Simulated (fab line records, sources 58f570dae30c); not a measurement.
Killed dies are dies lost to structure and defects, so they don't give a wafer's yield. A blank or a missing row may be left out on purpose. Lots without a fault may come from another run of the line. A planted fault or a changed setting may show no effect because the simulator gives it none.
Problem report in the 8D (eight disciplines) form, filled by code | flow berkeley_cmos170 | the parts of the form that need people (team, actions taken, sign-off) are left out

1. THE PROBLEM
beam_energy_keV at UCB170_PFIELD_IMPLANT_07 reads a mean of 73.106 on 9 wafers of 3 lots; wafers without a fault read 80.000 with a standard deviation of 0.026. That is -99 or more standard deviations from the usual mean.
First seen on wafer L560.2, day 7 09:58, on implanter-03. The record holds 21 wafers of 7 lots with a number at this step. Rule for "out", or "out of limits": more than 4 standard deviations from the usual mean. The other wafers with a number count as sound.

2. WHAT IT IS AND WHAT IT IS NOT
question                    | is                     | is not
which readings at this step | beam_energy_keV        | -
which lots                  | L560, L561, L562       | L552, L553, L563, L567
which wafers of those lots  | all that have a number | -
read on which tools         | implanter-03           | implanter-01, implanter-02
when                        | from day 7 09:58       | up to then (6 sound wafers); but 6 sound wafers of L563, L567 came after

3. SUSPECTS, AND WHAT RULES EACH OUT
Counting: a tool at a process step up to the reading stays a suspect if it ran every lot that is out and no sound lot after the first of them.
- implanter-03 at UCB170_PFIELD_IMPLANT_07: kept. It ran every lot that is out, first L560 (day 7 09:58), and no sound lot after that; its last sound lot up to then is L553 (day 6 03:59). Its own readings are out on those wafers: beam_energy_keV.
Left after counting: implanter-03 at UCB170_PFIELD_IMPLANT_07.

4. THE CAUSE (what the simulator had put in)
Process parameter drift: implanter-03, from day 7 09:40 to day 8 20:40, at UCB170_PFIELD_IMPLANT_07. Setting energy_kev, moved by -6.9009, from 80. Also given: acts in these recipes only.
Counting left only this tool.

5. THE CHAIN OF EFFECTS, in route order
Each row: a reading whose mean over the struck wafers that have a number lies more than 3 standard deviations from the usual. Only readings for which the record gives a usual standard deviation are gone through. hours: the time from each lot's start at the first step in this table that gives one to its start at this step, as a median over the lots. sigmas: the change in usual standard deviations.
hours | step                     | reading         | usual  | on struck wafers | change | sigmas
0     | UCB170_PFIELD_IMPLANT_07 | beam_energy_keV | 80.000 | 73.106           | -6.894 | -99 or more
The process steps in it:
- UCB170_PFIELD_IMPLANT_07

6. WHAT WOULD HAVE CAUGHT IT SOONER
In this record the first reading out of limits was taken at day 7 09:58, 0 hours after the fault began at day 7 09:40.
